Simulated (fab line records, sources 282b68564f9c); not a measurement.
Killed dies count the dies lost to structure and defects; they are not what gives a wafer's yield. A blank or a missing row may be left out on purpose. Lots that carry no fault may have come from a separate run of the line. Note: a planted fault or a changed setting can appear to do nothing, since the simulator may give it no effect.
A single fault, viewed from 2 desks :: flow rit_cmos :: each desk has only its own numbers; what lay behind them comes last

FROM THE METROLOGY DESK
What the gauges read, lot by lot, whatever tool the lot ran on: means of the sampled wafers that have a number. The brackets show how far a lot's mean lies from the usual mean; more than 4 standard deviations puts the lot out of limits, marked OUT.
Columns: A = PWELL_TW at RIT_PWELL_TW_MEAS_10, usual 955; B = GATE_OVL at RIT_GATE_OVL_MEAS_17, usual 0.1 nm; C = PSD_RS at RIT_SDANNEAL_RS_MEAS_04, usual 115.82 ohm/sq; D = PLDD_RS at RIT_SDANNEAL_RS_MEAS_06, usual 178.5 ohm/sq; E = SILICIDE_TI_THK at RIT_SILICIDE_THK_MEAS_03, usual 29.7 nm
lot: L149
first seen here: day 2 00:46
A: 971
B: 1.2
C: 115.79
D: 178.7
E: 29.3

lot: L150
first seen here: day 2 06:40
A: 972
B: -0.1
C: 115.93
D: 178.9
E: 30.0

lot: L151
first seen here: day 2 12:16
A: 959
B: 0.4
C: 115.62
D: 178.3
E: 30.0

lot: L152
first seen here: day 2 15:11
A: 965
B: 0.5
C: 115.90
D: 179.3
E: 30.1

lot: L153
first seen here: day 2 21:01
A: 943
B: -0.3
C: 116.33
D: 178.8
E: 29.7

lot: L154
first seen here: day 3 02:20
A: 964
B: 1.6
C: 115.63
D: 178.1
E: 29.4

lot: L155
first seen here: day 3 06:46
A: 966
B: -0.6
C: 115.54
D: 177.8
E: 29.3

lot: L157
first seen here: day 3 16:33
A: 945
B: 0.6
C: 121.45 (+19) OUT
D: 183.6 (+9.8) OUT
E: 29.5

lot: L159
first seen here: day 4 02:01
A: 945
B: -0.7
C: 121.29 (+19) OUT
D: 183.4 (+9.4) OUT
E: 29.6

lot: L168
first seen here: day 5 22:39
A: 946
B: -0.1
C: 115.60
D: 177.2
E: 29.5

lot: L170
first seen here: day 6 07:40
A: 962
B: 0.6
C: 115.63
D: 178.3
E: 29.5

lot: L171
first seen here: day 6 13:24
A: 949
B: -1.1
C: 115.63
D: 177.9
E: 29.7

lot: L172
first seen here: day 6 18:07
A: 948
B: 0.2
C: 115.58
D: 178.5
E: 28.9
This desk's result: L157, L159 out of limits, first on L157 (PSD_RS at RIT_SDANNEAL_RS_MEAS_04), day 4 22:26. Within limits: L149, L150, L151, L152, L153, L154, L155, L168, L170, L171, L172.

TOOL OWNER'S DESK, rtp_anneal-01
The tool's own readings at RIT_SDANNEAL_RTA_03 (time 5 s): means of the sampled wafers that have a number, for each lot that ran on this tool. The brackets show how far a lot's mean lies from the usual mean; more than 4 standard deviations puts the lot out of limits, marked OUT.
Columns: A = ramp_up_c_per_s at RIT_SDANNEAL_RTA_03, usual 341.99; B = wafer_temp_C_max at RIT_SDANNEAL_RTA_03, usual 1053.5
lot: L149
first seen here: day 3 06:32
A: 341.99
B: 1053.3

lot: L151
first seen here: day 3 16:51
A: 341.97
B: 1053.4

lot: L153
first seen here: day 4 02:17
A: 342.05
B: 1052.7

lot: L155
first seen here: day 4 09:59
A: 342.03
B: 1053.6

lot: L157
first seen here: day 4 22:22
A: 341.98
B: 1045.1 (-7.6) OUT

lot: L159
first seen here: day 5 07:50
A: 342.00
B: 1045.4 (-7.4) OUT

lot: L171
first seen here: day 7 18:53
A: 342.01
B: 1053.4
This desk's finding: out of limits on L157, L159; first on L157, day 4 22:22 (wafer_temp_C_max at RIT_SDANNEAL_RTA_03). Within limits: L149, L151, L153, L155, L171.

PUT TOGETHER
At day 4 22:22, on L157, L159, the tool owner's desk was in a position to raise an alarm.
L157, L159 would have let the metrology desk raise an alarm at day 4 22:26.
Of the lots named, all ran RIT_SDANNEAL_RTA_03 on rtp_anneal-01.

WHAT THE SIMULATOR HAD INSERTED
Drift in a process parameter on rtp_anneal-01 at RIT_SDANNEAL_RTA_03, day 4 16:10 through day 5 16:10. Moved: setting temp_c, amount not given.
Struck lots among those shown: L157, L159.
Counting hours from when the fault started, the first reading out of limits came at 6 for the tool owner's desk and at 6 for the metrology desk.
